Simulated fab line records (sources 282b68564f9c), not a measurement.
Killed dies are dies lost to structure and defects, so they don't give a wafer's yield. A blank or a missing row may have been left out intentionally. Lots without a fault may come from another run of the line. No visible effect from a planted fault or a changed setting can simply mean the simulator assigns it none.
A struck lot beside a sound one :: flow rit_cmos :: 18 out of 202 route steps
Sound: wafers L832.2, L832.3, L832.6. Wafers struck: L846.1, L846.2, L846.3. At the end, the cause is stated.
Each step with rows lists, per side, the tool, then ch with its chambers, then its first start. Under that, the readings that differ: sound wafers :: struck wafers :: difference of the means :: sigmas: that difference in standard deviations of wafers without a fault.
alike: readings whose means differ by less than 2 such deviations, and words and numbers that are the same on both sides. not compared: withheld readings, readings that some wafer has no value for, bounds like >300 that may hide the same value, and numbers for which the record gives no deviation and whose values overlap.
The two part at a step that has a row with sigmas, a row that says differs or no value, or rows on one side only. Numbers that have no deviation but don't overlap get no sigmas and don't part them. Lack of a reading on every wafer of one side parts them only where that side has two or more wafers.

first, 4 steps without rows for these wafers: RIT_PSD_SOFTBAKE_02 (time 60 s); RIT_PSD_EXPOSE_03 (exposes mask M10, target cd 40900 nm); RIT_PSD_PEB_04; RIT_PSD_DEVELOP_05 (develop time 50 s).
RIT_PSD_OVL_MEAS_06:
  struck on overlay-02, day 6 02:07; sound on overlay-01, day 3 01:11
  alike: PSD_OVL
then, 2 steps without rows for these wafers: RIT_PSD_HARDBAKE_07 (time 60 s); RIT_PSD_IMPLANT_08.
RIT_PSD_STRIP_09: strips in O2, time 180 s.
  sound on plasma_asher-02 ch 0,1, day 3 01:31; struck on plasma_asher-01 ch 0,1, day 6 02:28
  alike: drypump_motor_current_A
  not compared: rf_hours_counter_h
RIT_PSD_TW_MEAS_10:
  struck on film_metro-01, day 6 02:38; sound on film_metro-01, day 3 01:42
reading: PSD_TW
sound: 3413 3405 3385
struck: 3463 3473 3477
difference: +70
sigmas: +2
then, 3 steps without rows for these wafers: RIT_SDANNEAL_CLEAN_00 (cleans in SC1, time 600 s); RIT_SDANNEAL_CLEAN_01 (cleans in dHF, time 30 s); RIT_SDANNEAL_CLEAN_02 (cleans in SC2, time 600 s).
RIT_SDANNEAL_RTA_03: time 5 s.
  sound on rtp_anneal-02 ch 0, day 3 02:09; struck on rtp_anneal-02 ch 0, day 6 03:04
  alike: wafer_temp_C_max
RIT_SDANNEAL_RS_MEAS_04: a four-point-probe measurement.
  struck on film_metro-01, day 6 03:07; sound on film_metro-04, day 3 02:13
reading: PSD_RS (ohm/sq)
sound: 115.9 116.3 116.5
struck: 114.3 114.4 114.1
difference: -2.0
sigmas: -6
RIT_SDANNEAL_RS_MEAS_05: a four-point-probe measurement.
  struck on film_metro-01, day 6 03:14; sound on film_metro-04, day 3 02:20
  alike: NSD_RS
RIT_SDANNEAL_RS_MEAS_06: a four-point-probe measurement.
  struck on film_metro-01, day 6 03:22; sound on film_metro-04, day 3 02:28
reading: PLDD_RS (ohm/sq)
sound: 181.0 181.4 181.5
struck: 178.6 178.2 178.9
difference: -2.7
sigmas: -5
RIT_SDANNEAL_RS_MEAS_07: a four-point-probe measurement.
  struck on film_metro-01, day 6 03:29; sound on film_metro-04, day 3 02:35
  alike: NLDD_RS
RIT_M1_PROBE_99:
  struck on prober-02, day 6 10:34; sound on prober-02, day 3 09:37
reading: model.etest.pmos_turned.drive_ua_um
sound: 188.2 197.3 190.3
struck: 209.1 203.4 211.7
difference: +16.1
sigmas: 

reading: model.etest.pmos_0p15.off_log10_a_um
sound: -10.43 -10.19 -10.63
struck: -9.785 -9.809 -9.716
difference: +0.647
sigmas: 

reading: model.etest.vpnp.gain
sound: 1.019 1.018 1.009
struck: 1.101 1.124 1.109
difference: +0.096
sigmas: 

reading: model.etest.diode_pplus_comb.cj_ff_um2
sound: 2.022 2.016 2.014
struck: 2.033 2.03 2.032
difference: +0.014
sigmas: 

reading: model.etest.pmos_0p15.vt_sat_v (V)
sound: -0.305 -0.2835 -0.3076
struck: -0.2541 -0.2632 -0.2571
difference: +0.0406
sigmas: 

reading: model.etest.cap_p_gate.vfb_v (V)
sound: 0.9622 0.9664 0.9668
struck: 0.9744 0.9695 0.9756
difference: +0.0080
sigmas: 
  alike: killed_at_M0_to_M3, killed_at_contacts, killed_at_front_end, killed_dies, killed_open, killed_short

== WHERE THEY PART ==
At RIT_PSD_TW_MEAS_10 first; at RIT_SDANNEAL_RS_MEAS_06 last (within this record only). Later steps at which nothing parts them and some readings are alike: RIT_SDANNEAL_RS_MEAS_07, RIT_M1_PROBE_99.

WHY: what had been put in by the simulator
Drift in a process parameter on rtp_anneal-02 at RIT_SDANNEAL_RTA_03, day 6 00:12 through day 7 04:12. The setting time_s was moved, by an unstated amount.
